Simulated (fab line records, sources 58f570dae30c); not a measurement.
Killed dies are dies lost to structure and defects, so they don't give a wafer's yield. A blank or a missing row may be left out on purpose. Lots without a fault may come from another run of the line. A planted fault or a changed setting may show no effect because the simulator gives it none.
Which tool did it? | flow berkeley_cmos170 | 7 lots, 21 wafers sampled, at 3 steps of a route of 331

WHAT THE GAUGES READ, wafer by wafer
UCB170_ACTIVE_THK_MEAS_06.
lot  | measured    | on            | ACTIVE_NITRIDE_THK (nm)
L976 | day 5 05:18 | film_metro-04 | 218.7 219.7 217.3
L978 | day 5 09:16 | film_metro-02 | 224.4 221.7 222.6
L980 | day 5 15:33 | film_metro-02 | 268.6 267.7 269.2
L984 | day 6 15:06 | film_metro-03 | 216.3 214.9 217.0
L991 | day 7 22:21 | film_metro-03 | 218.6 218.7 217.2
L994 | day 9 02:54 | film_metro-02 | 218.4 218.5 219.2
L998 | day 9 12:01 | film_metro-04 | 221.4 221.5 218.8

WHICH TOOL RAN EACH LOT (tool, then ch and the chambers of the sampled wafers, then the start)
lot  | UCB170_PWELL_ETCH_14              | UCB170_ACTIVE_CVD_05
L976 | rie_diel-03 ch 1,2,3, day 3 14:20 | lpcvd-02 ch 0, day 5 03:23
L978 | rie_diel-03 ch 0,1,3, day 3 22:07 | lpcvd-01 ch 1, day 5 07:20
L980 | rie_diel-02 ch 1,3, day 4 07:47   | lpcvd-01 ch 1, day 5 13:38
L984 | rie_diel-03 ch 0,1,3, day 5 08:01 | lpcvd-02 ch 1, day 6 13:11
L991 | rie_diel-03 ch 1,2, day 6 15:25   | lpcvd-02 ch 1, day 7 20:25
L994 | rie_diel-03 ch 0,1,2, day 7 13:20 | lpcvd-02 ch 0, day 9 00:00
L998 | rie_diel-02 ch 0,1,2, day 8 04:37 | lpcvd-02 ch 0, day 9 10:05
- UCB170_PWELL_ETCH_14: etches Si3N4 in CH3F/Ar/O2, stops on SiO2, target depth 242 nm, time 151 s.
- UCB170_ACTIVE_CVD_05: deposits Si3N4 from SiH2Cl2/NH3, target thk 220 nm, time 3300 s.

THE ANSWER, worked out from the rows above alone
Rule: what is usual is taken from the lots themselves. Put in order of their means at a reading, lots are off if they are a third of the lots or fewer, leave a main group of 4 or more, and stand apart from it by a gap of 3 or more times the standard deviation of the main group's means; of several such gaps the widest counts. A main group whose means are all the same, to the digits that the tables above print for the reading, isn't used. A lot without any number at a reading at which 4 lots or more have one is off too. The other lots that the step has rows for count as sound.
Off: L980, at UCB170_ACTIVE_THK_MEAS_06 (ACTIVE_NITRIDE_THK). The main group: mean 219.2 nm, standard deviation 2.1.
A tool fits if, at a process step before that reading, it ran every lot that is off, and no sound lot after the first of them. The gauges at UCB170_ACTIVE_THK_MEAS_06 are tried like those tools. One fits: lpcvd-01 at UCB170_ACTIVE_CVD_05. Its last sound lot is L978 (day 5 07:20), its first lot that is off L980 (day 5 13:38): a fault that began between those two fits.

WHAT THE SIMULATOR HAD PUT IN
Process parameter drift: lpcvd-01, from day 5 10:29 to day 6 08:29, at UCB170_ACTIVE_CVD_05. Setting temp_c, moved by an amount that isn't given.
Lots struck among those shown: L980. The rule above found the same.
